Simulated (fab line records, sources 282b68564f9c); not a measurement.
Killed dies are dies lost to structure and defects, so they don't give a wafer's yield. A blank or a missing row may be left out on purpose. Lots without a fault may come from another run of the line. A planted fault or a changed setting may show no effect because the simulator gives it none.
Which tool did it? | flow rit_cmos | 15 lots, 45 wafers sampled, at 1 step of a route of 202

WHAT THE GAUGES READ, wafer by wafer
The record holds no reading of a measuring or inspecting step that can be judged against a usual standard deviation.

WHICH TOOL RAN EACH LOT (tool, then ch and the chambers of the sampled wafers, then the start)
lot  | RIT_FOX1_OXIDATION_00
L785 | furnace-01 ch 0, day 1 16:39
L787 | furnace-02 ch 0, day 2 01:31
L788 | furnace-03 ch 0, day 2 07:17
L790 | furnace-03 ch 0, day 2 16:43
L791 | furnace-03 ch 0, day 2 21:40
L793 | furnace-01 ch 0, day 3 08:29
L794 | furnace-03 ch 0, day 3 14:03
L795 | furnace-02, day 3 17:38
L796 | furnace-03, day 3 23:14
L797 | furnace-01, day 4 03:38
L800 | furnace-02 ch 0, day 4 18:38
L805 | furnace-01 ch 0, day 5 19:41
L806 | furnace-01 ch 0, day 6 02:07
L807 | furnace-02 ch 0, day 6 06:25
L808 | furnace-02 ch 0, day 6 13:47
- RIT_FOX1_OXIDATION_00: target thk 350.7 nm, ox time 1130 s.

WHAT THE TOOLS THEMSELVES READ (means of the sampled wafers that have a number; where no wafer has one, the mark that the record gives instead)
RIT_FOX1_OXIDATION_00. Usual: ox_temp_c 1100.0 C, standard deviation 0.42; ox_temp_c_max 1105.5, standard deviation 1.1; zone_power_load_pct 42.6 %, standard deviation 1.7.
lot  | tool       | ox_temp_c (C) | ox_temp_c_max | zone_power_load_pct (%) | flag
L785 | furnace-01 | 1100.0        | 1105.1        | 44.9                    |
L787 | furnace-02 | 1100.4        | 1106.4        | 42.0                    |
L788 | furnace-03 | 1100.2        | 1106.2        | 41.1                    |
L790 | furnace-03 | 1100.4        | 1105.5        | 40.5                    |
L791 | furnace-03 | 1100.3        | 1106.5        | 40.4                    |
L793 | furnace-01 | 1100.2        | 1104.2        | 45.1                    |
L794 | furnace-03 | 1099.9        | 1104.9        | 40.8                    |
L795 | furnace-02 | -             | -             | -                       | OFF
L796 | furnace-03 | -             | -             | -                       | OFF
L797 | furnace-01 | -             | -             | -                       | OFF
L800 | furnace-02 | 1099.6        | 1105.6        | 42.3                    |
L805 | furnace-01 | 1100.1        | 1104.8        | 45.1                    |
L806 | furnace-01 | 1100.1        | 1105.0        | 44.7                    |
L807 | furnace-02 | 1099.9        | 1105.3        | 41.9                    |
L808 | furnace-02 | 1099.7        | 1105.7        | 42.5                    |

THE ANSWER, worked out from the rows above alone
Rule: a lot is off if the mean of its wafers that have a number lies more than 3 standard deviations from the usual mean. A lot without any number at a reading at which 4 lots or more have one is off too. The other lots that the step has rows for count as sound. The gauges are gone through in route order, then the tools' own readings, and for those a lot's mean is taken as printed above. The first step at which some lot is off is used, and at that step the reading that is off furthest; a lot without a number counts as furthest.
Off: L795, L796, L797, at RIT_FOX1_OXIDATION_00 (ox_temp_c). Without a number there: L795, L796, L797.
A tool fits if, at that step or a process step before it, it ran every lot that is off, and no sound lot after the first of them. None of those tried fits.

WHAT THE SIMULATOR HAD PUT IN
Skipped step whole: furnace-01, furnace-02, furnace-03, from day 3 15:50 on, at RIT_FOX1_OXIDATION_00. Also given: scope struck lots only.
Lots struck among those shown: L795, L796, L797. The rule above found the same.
